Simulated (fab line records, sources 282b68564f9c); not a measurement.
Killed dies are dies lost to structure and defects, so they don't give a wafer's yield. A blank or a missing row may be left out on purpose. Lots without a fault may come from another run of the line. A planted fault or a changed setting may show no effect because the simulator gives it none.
Split-lot experiment | flow rit_cmos | 5 lots, 23 wafers read, on a route of 202 steps

THE SPLIT
At RIT_PLDD_COAT_01 (resist thk 1000 nm), the setting spin_rpm was moved away from the recipe's 3250 rpm on 5 of the 23 wafers read, by -6.6% to +6.1%. The other wafers ran this setting at the recipe's value.

FROM THE SPLIT TO THE READING: what the file shows between them, 3 steps
- RIT_PLDD_SOFTBAKE_02: time 60 s
- RIT_PLDD_EXPOSE_03: exposes mask M8, target cd 40900 nm
- RIT_PLDD_DEVELOP_05: develop time 50 s

THE READING
NOVOLAK_of_PLDD_COAT_01.thk_nm (the simulator's own value, which no gauge read), in nm, at RIT_PLDD_HARDBAKE_07 (time 60 s). The file gives no usual value for it. The 18 wafers here that ran the recipe average 884.5 nm, standard deviation 1.6 nm.

wafer  | tool, chamber at the split | spin_rpm as run, rpm | against the recipe | NOVOLAK_of_PLDD_COAT_01.thk_nm, nm | against lot-mates on the recipe
L074.2 | litho_track-03, 0          | 3250                 | recipe             | 881.7                              | -
L074.6 | litho_track-03, 0          | 3250                 | recipe             | 881.7                              | -
L074.4 | litho_track-03, 0          | 3250                 | recipe             | 882.3                              | -
L076.1 | litho_track-03, 0          | 3250                 | recipe             | 884                                | -
L076.2 | litho_track-03, 0          | 3250                 | recipe             | 886.6                              | -
L076.3 | litho_track-03, 0          | 3250                 | recipe             | 883.3                              | -
L076.5 | litho_track-03, 0          | 3250                 | recipe             | 884.3                              | -
L076.6 | litho_track-03, 0          | 3250                 | recipe             | 885.5                              | -
L079.1 | litho_track-02, 0          | 3250                 | recipe             | 887.5                              | -
L079.2 | litho_track-02, 0          | 3250                 | recipe             | 886.7                              | -
L079.3 | litho_track-02, 0          | 3448                 | +6.1%              | 861                                | -25.4
L079.4 | litho_track-02, 0          | 3448                 | +6.1%              | 858.2                              | -28.2
L079.6 | litho_track-02, 0          | 3250                 | recipe             | 884.9                              | -
L080.1 | litho_track-02, 0          | 3037                 | -6.6%              | 912.2                              | +27.9
L080.2 | litho_track-02, 0          | 3250                 | recipe             | 884.7                              | -
L080.3 | litho_track-02, 0          | 3037                 | -6.6%              | 910.7                              | +26.4
L080.4 | litho_track-02, 0          | 3037                 | -6.6%              | 914.7                              | +30.4
L080.6 | litho_track-02, 0          | 3250                 | recipe             | 884                                | -
L084.1 | litho_track-01, 0          | 3250                 | recipe             | 883.6                              | -
L084.2 | litho_track-01, 0          | 3250                 | recipe             | 885.6                              | -
L084.4 | litho_track-01, 0          | 3250                 | recipe             | 885.3                              | -
L084.5 | litho_track-01, 0          | 3250                 | recipe             | 884.9                              | -
L084.6 | litho_track-01, 0          | 3250                 | recipe             | 883.5                              | -

THE FIT
A straight line over all 23 wafers: NOVOLAK_of_PLDD_COAT_01.thk_nm changes by -4.2 nm for each +1% of spin_rpm; r = -0.99; the points scatter about the line by 1.7 nm.
The same after taking each lot's own level away (the mean of its wafers on the recipe; 23 wafers): -4.34 nm for each +1%; r = -1.00; scatter 1.1 nm.
On that fit, the largest move of spin_rpm shifts the reading by 28 nm.
The lots' own levels span 881.90 to 886.37 nm, that is 2.8 times the standard deviation above.
So the lot-to-lot level changes the slope little: the two slopes agree.
Check: with one of the wafers moved furthest among these (-6.6%) left out of the fit, the line predicts +28.5 nm for it against its lot-mates. It came out at +27.9 nm against them.

OTHER SPLITS ON THESE WAFERS
These wafers also went through other splits before the reading. Each is held against what the fit with the lots' levels taken away leaves over:
other split on the same wafers  | wafers away from the commonest value | r with NOVOLAK_of_PLDD_COAT_01.thk_nm (lot level and that fit taken away)
RIT_GATE_ETCH_19 rf_w           | 5                                    | -0.01
RIT_REOX_OXIDATION_03 ox_time_s | 15                                   | +0.03
RIT_NLDD_IMPLANT_08 energy_kev  | 5                                    | -0.21

THE WHOLE CHAIN: every reading that the file lists as answering this split, in the file's order
step                 | what it does       | reading                                                                         | change (the file's fit)              | r (the file's)
RIT_PLDD_COAT_01     | resist thk 1000 nm | NOVOLAK_of_PLDD_COAT_01.thk_nm (the simulator's own value, which no gauge read) | -4.97 nm for each +1% of the setting | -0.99
RIT_PLDD_HARDBAKE_07 | time 60 s          | NOVOLAK_of_PLDD_COAT_01.thk_nm (the simulator's own value, which no gauge read) | -4.35 nm for each +1% of the setting | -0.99

THE FILE'S OWN FIT
NOVOLAK_of_PLDD_COAT_01.thk_nm changes by -4.35 nm for each +1% of spin_rpm, r = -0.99.
